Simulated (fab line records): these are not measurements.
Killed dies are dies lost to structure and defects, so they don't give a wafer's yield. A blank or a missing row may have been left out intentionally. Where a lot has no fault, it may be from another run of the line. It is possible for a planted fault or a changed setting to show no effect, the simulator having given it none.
2 desks looking at one fault + flow berkeley_cmos170 + numbers are kept per desk, each desk with only its own; the story behind them comes last

== DESK OF THE TOOL OWNER: implanter-01 ==
UCB170_PFIELD_IMPLANT_07, tool's own readings: per-lot mean of the sampled wafers with a number, covering each lot this tool ran. Any lot whose mean is over 4 standard deviations away from the usual mean is out of limits and marked OUT; that distance is given in the brackets.
Columns: A = dose_ions_cm2 at UCB170_PFIELD_IMPLANT_07, usual 2.0001e+13; B = faraday_current_uA at UCB170_PFIELD_IMPLANT_07, usual 63.4
| lot  | first seen here | A                            | B               |
|------|-----------------|------------------------------|-----------------|
| L605 | day 6 19:58     | 1.9983e+13                   | 62.7            |
| L619 | day 8 19:01     | 2.3183e+13 (+99 or more) OUT | 72.8 (+7.8) OUT |
| L620 | day 9 13:08     | 2.3231e+13 (+99 or more) OUT | 73.8 (+8.6) OUT |
This desk finds L619, L620 out of limits, L619 being first, at day 8 19:01 (dose_ions_cm2 at UCB170_PFIELD_IMPLANT_07). In limits: L605.

== AT THE METROLOGY DESK ==
Lot by lot, what the gauges showed, no matter which tool ran the lot: averages of those sampled wafers that carry a number. Any lot whose mean is over 4 standard deviations away from the usual mean is out of limits and marked OUT; that distance is given in the brackets.
Columns: A = ACTIVE_OVL at UCB170_ACTIVE_OVL_MEAS_14, usual 0 nm; B = cd_nm at UCB170_ACTIVE_CD_MEAS_90, usual 1199.7 nm; C = PFIELD_OVL at UCB170_PFIELD_OVL_MEAS_06, usual -2 nm
| lot  | first seen here | A  | B      | C   |
|------|-----------------|----|--------|-----|
| L600 | day 5 11:46     | -0 | 1199.3 | 5   |
| L605 | day 6 15:23     | 2  | 1200.4 | -2  |
| L619 | day 8 17:37     | -6 | 1199.0 | 5   |
| L620 | day 9 10:08     | 3  | 1199.3 | -6  |
| L621 | day 9 10:10     | -1 | 1200.8 | -16 |
| L622 | day 9 14:43     | -5 | 1199.8 | 8   |
Result from this desk: across the 6 lots, nothing is out of limits.

== PUT TOGETHER ==
An alarm could have come from the tool owner's desk at day 8 19:01, on L619, L620.
Metrology desk: nothing out of limits seen.
The metrology desk has L619, L620 on record, within its limits.
Of the lots named, all ran UCB170_PFIELD_IMPLANT_07 on implanter-01.

== WHAT WAS PUT IN BY THE SIMULATOR ==
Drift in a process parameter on implanter-01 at UCB170_PFIELD_IMPLANT_07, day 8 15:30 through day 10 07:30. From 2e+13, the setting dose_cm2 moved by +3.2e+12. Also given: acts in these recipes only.
Lots struck among those shown: L619, L620.
How many hours passed from the start of the fault until each desk's first out-of-limits reading: the tool owner's desk, 4.
